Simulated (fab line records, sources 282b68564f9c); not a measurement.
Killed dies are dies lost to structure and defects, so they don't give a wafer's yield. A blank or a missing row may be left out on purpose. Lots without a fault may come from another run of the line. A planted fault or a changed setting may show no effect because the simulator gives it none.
Which tool did it? | flow rit_cmos | 7 lots, 21 wafers sampled, at 3 steps of a route of 202

WHAT THE GAUGES READ, wafer by wafer
RIT_CONTACT_THK_MEAS_01.
lot  | measured    | on            | CONTACT_TEOS_THK (nm)
L202 | day 3 15:10 | film_metro-02 | 408 396 406
L204 | day 4 00:38 | film_metro-01 | 404 407 406
L207 | day 4 14:04 | film_metro-01 | 401 392 401
L211 | day 5 07:22 | film_metro-04 | 401 395 396
L216 | day 6 09:18 | film_metro-04 | 403 307 409 402 307 409
L219 | day 7 01:07 | film_metro-04 | 301 396 309 301 396 310
L224 | day 8 04:45 | film_metro-02 | 403 406 407

WHICH TOOL RAN EACH LOT (tool, then ch and the chambers of the sampled wafers, then the start)
lot  | RIT_PSD_STRIP_09                    | RIT_CONTACT_CVD_00
L202 | plasma_asher-02 ch 0,1, day 3 13:23 | pecvd-02 ch 0,1,2, day 3 15:07
L204 | plasma_asher-02 ch 0,1, day 3 22:54 | pecvd-04 ch 0,1,2, day 4 00:35
L207 | plasma_asher-04 ch 0,1, day 4 12:19 | pecvd-04 ch 0,1, day 4 14:01
L211 | plasma_asher-04 ch 0,1, day 5 05:38 | pecvd-02 ch 0,1, day 5 07:18
L216 | plasma_asher-01 ch 0,1, day 6 07:35 | pecvd-04 ch 0,1, day 6 09:15
L219 | plasma_asher-04 ch 0, day 6 23:23   | pecvd-04 ch 0,1, day 7 01:04
L224 | plasma_asher-04 ch 0,1, day 8 02:56 | pecvd-03 ch 0,2, day 8 04:42
- RIT_PSD_STRIP_09: strips in O2, time 180 s.
- RIT_CONTACT_CVD_00: deposits SiO2 from TEOS, target thk 400 nm, time 61 s.

THE ANSWER, worked out from the rows above alone
Rule: what is usual is taken from the lots themselves. Put in order of their means at a reading, lots are off if they are a third of the lots or fewer, leave a main group of 4 or more, and stand apart from it by a gap of 3 or more times the standard deviation of the main group's means; of several such gaps the widest counts. A main group whose means are all the same, to the digits that the tables above print for the reading, isn't used. A lot without any number at a reading at which 4 lots or more have one is off too. The other lots that the step has rows for count as sound.
Off: L216, L219, at RIT_CONTACT_THK_MEAS_01 (CONTACT_TEOS_THK). The main group: mean 402 nm, standard deviation 3.6.
A tool fits if, at a process step before that reading, it ran every lot that is off, and no sound lot after the first of them. The gauges at RIT_CONTACT_THK_MEAS_01 are tried like those tools. Can't be told from this: 2 tools fit, pecvd-04 at RIT_CONTACT_CVD_00, film_metro-04 at RIT_CONTACT_THK_MEAS_01.

WHAT THE SIMULATOR HAD PUT IN
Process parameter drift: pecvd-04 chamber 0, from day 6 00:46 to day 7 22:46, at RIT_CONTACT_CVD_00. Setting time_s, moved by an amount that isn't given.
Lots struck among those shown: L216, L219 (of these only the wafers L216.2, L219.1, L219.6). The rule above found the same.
